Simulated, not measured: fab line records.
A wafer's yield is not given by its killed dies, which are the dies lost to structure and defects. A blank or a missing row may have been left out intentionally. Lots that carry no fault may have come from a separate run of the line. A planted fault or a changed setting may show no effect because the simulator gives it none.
Comparing a struck lot with a sound one    flow rit-cmos    15 steps out of a route of 202
Sound: these wafers, L952.3, L952.4, L952.5. Struck: wafers L962.2, L962.3 (left out: L962.1, a lot-mate that was not struck); the cause follows at the end.
At each step with rows: each side's tool, then ch and its chambers, then its first start. Under that, the readings that differ: sound wafers    struck wafers    difference of the means    sigmas: that difference in standard deviations of wafers without a fault.
alike: readings with means less than 2 such deviations apart, plus words and numbers identical on both sides. not compared: withheld readings, readings lacking a value on some wafer, bounds such as >300 that could conceal the same value, and numbers that have no deviation in the record and whose values overlap.
Wherever a step has rows on one side only, a row that says differs or no value, or a row with sigmas, the two part there. Numbers that have no deviation but don't overlap get no sigmas and don't part them. Lack of a reading on every wafer of one side parts them only where that side has two or more wafers.

first, 1 step without rows for these wafers: RIT_NWELL_IMPLANT_08.
RIT_NWELL_STRIP_09: strips in O2, time 180 s.
  sound on plasma-asher-03 ch 0,1, day 2 08:13; struck on plasma-asher-01 ch 1, day 4 12:13
reading              sound           struck     difference  sigmas
o2-flow-sccm (sccm)  4009 3990 3985  4040 4020  +35         +3
  alike: drypump-motor-current-A
  not compared: rf-hours-counter-h
RIT_NWELL_TW_MEAS_10:
  sound on film-metro-01 at day 2 08:21; struck on film-metro-01 at day 4 12:23
  alike: NWELL_TW
then, 2 steps without rows for these wafers: RIT_PWELL_HMDS_00 (prime time 60 s); RIT_PWELL_COAT_01 (resist thk 1300 nm).
RIT_PWELL_SOFTBAKE_02: time 61.06 s.
  sound on litho-track-03 ch 0, day 2 08:44; struck on litho-track-03 ch 0, day 4 12:45
  alike: plate-sensor-t-centre-C, plate-sensor-t-edge-C, softbake-temp-c
then, 3 steps without rows for these wafers: RIT_PWELL_EXPOSE_03 (exposes mask M3, target cd 43700 nm); RIT_PWELL_PEB_04; RIT_PWELL_DEVELOP_05 (develop time 68 s).
RIT_PWELL_OVL_MEAS_06:
  sound on overlay-02 at day 2 09:25; struck on overlay-01 at day 4 13:20
  alike: PWELL_OVL
then, 2 steps without rows for these wafers: RIT_PWELL_HARDBAKE_07 (time 120 s); RIT_PWELL_IMPLANT_08.
RIT_PWELL_STRIP_09: strips in O2, time 180 s.
  sound on plasma-asher-02 ch 0,1, day 2 09:53; struck on plasma-asher-02 ch 1, day 4 13:46
reading              sound           struck     difference  sigmas
o2-flow-sccm (sccm)  4014 3990 4000  3193 3194  -808        -67
  alike: drypump-motor-current-A
  not compared: rf-hours-counter-h
RIT_PWELL_TW_MEAS_10:
  sound on film-metro-04 at day 2 10:02; struck on film-metro-04 at day 4 13:57
  alike: PWELL_TW
RIT_M1_PROBE_99:
  the record has rows for the struck wafers here (prober-01, day 6 01:05) and none for the sound ones

## WHERE THEY PART
At RIT_NWELL_STRIP_09 first; at RIT_M1_PROBE_99 last (within this record only).

WHY: what the simulator had put in
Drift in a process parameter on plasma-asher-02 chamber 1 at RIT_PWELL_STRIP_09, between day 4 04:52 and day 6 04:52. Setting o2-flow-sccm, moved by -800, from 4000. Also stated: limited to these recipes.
